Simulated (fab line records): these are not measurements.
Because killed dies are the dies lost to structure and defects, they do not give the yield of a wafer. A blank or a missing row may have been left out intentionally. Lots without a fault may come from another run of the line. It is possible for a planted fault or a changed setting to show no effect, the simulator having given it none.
Problem report, 8D (eight disciplines) form, completed by code	flow berkeley cmos170	the parts of the form that need people (team, actions taken, sign-off) are left out

1. WHAT IS WRONG
SPACER_TEOS_THK at UCB170_SPACER_THK_MEAS_01 reads a mean of 348 nm on 3 wafers of 2 lots; wafers without a fault read 378 nm with a standard deviation of 4.8. That is -6.3 standard deviations from the usual mean.
Earliest sighting: wafer L358.2 on film metro-02 at day 10 05:41. The record holds 42 wafers of 14 lots with a number at this step. Rule for "out" (also "out of limits"): further than 4 standard deviations from the usual mean. All remaining wafers that have a number are taken as sound.

2. WHAT IT IS AND WHAT IT IS NOT
question	is	is not
which readings at this step	SPACER_TEOS_THK	-
which lots	L358, L359	L344, L345, L346, L348, L349, L350, L351, L357, L361, L362, L364, L367
which wafers of those lots	L358.2, L358.4, L359.5	L358.3, L359.2, L359.6
read on which gauges	film metro-02	film metro-03, film metro-04
when	from day 10 05:41	up to then (25 sound wafers); but 14 sound wafers of L359, L361, L362, L364, L367 came after

3. THE SUSPECTS, EACH WITH WHAT RULES IT OUT
Counting: any tool at a process step up to the reading remains a suspect provided it ran every lot that is out. Sound lots after the first of them don't rule it out here, since some wafers of a struck lot are sound.
- the gauge at UCB170_SPACER_THK_MEAS_01: kept. All the wafers that are out were read on film metro-02, and no step on other tools shows them out.
- pecvd-01 at UCB170_SPACER_CVD_00 (deposits SiO2 from TEOS/O2, target thk 376 nm, time 47 s): kept. Every lot that is out went through it, the first being L358 (day 10 05:38); the last sound lot it ran before that was L349 (day 8 00:31).
- pecvd-01, UCB170_SPACER_CVD_00: wafers that are out in chamber 0, sound lot-mates in chambers 1, 2.
The count leaves film metro-02 at UCB170_SPACER_THK_MEAS_01 and pecvd-01 at UCB170_SPACER_CVD_00.

4. THE CAUSE (what the simulator had put in)
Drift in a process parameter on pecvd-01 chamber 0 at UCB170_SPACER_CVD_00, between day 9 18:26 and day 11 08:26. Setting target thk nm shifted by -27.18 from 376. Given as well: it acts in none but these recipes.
Counting leaves 2 suspects; this tool is one of them.

5. THE CHAIN OF EFFECTS, in route order
Each row: a reading whose mean over the struck wafers that have a number lies more than 3 standard deviations from the usual. Only readings for which the record gives a usual standard deviation are gone through. hours: the time from each lot's start at the first step in this table that gives one to its start at this step, as a median over the lots. sigmas: the change in usual standard deviations.
hours	step	reading	usual	on struck wafers	change	sigmas
0	UCB170_SPACER_THK_MEAS_01	SPACER_TEOS_THK	378 nm	348	-30	-6.3
4	UCB170_SPACER_ETCHBACK_03	oes product au	0.903 a.u.	0.856	-0.047	-3.1
Here are the process steps it includes:
- UCB170_SPACER_ETCHBACK_03: etches SiO2 in CHF3/CF4/Ar, stops on Si, target depth 376 nm, time 100 s.

6. HOW IT WOULD HAVE BEEN CAUGHT EARLIER
The first out-of-limits reading at a measuring or inspecting step in this record came at day 10 05:41, 11 hours after the fault's start at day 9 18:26.
An alarm limit of 4 standard deviations would not have fired on the tool readings at UCB170_SPACER_CVD_00 for which the record gives a usual standard deviation, since none of them was out on any struck wafer.
Lots out: 2; of these, L359 started UCB170_SPACER_CVD_00 on pecvd-01 after day 10 05:41. It would have been spared by a hold on the tool at that moment.
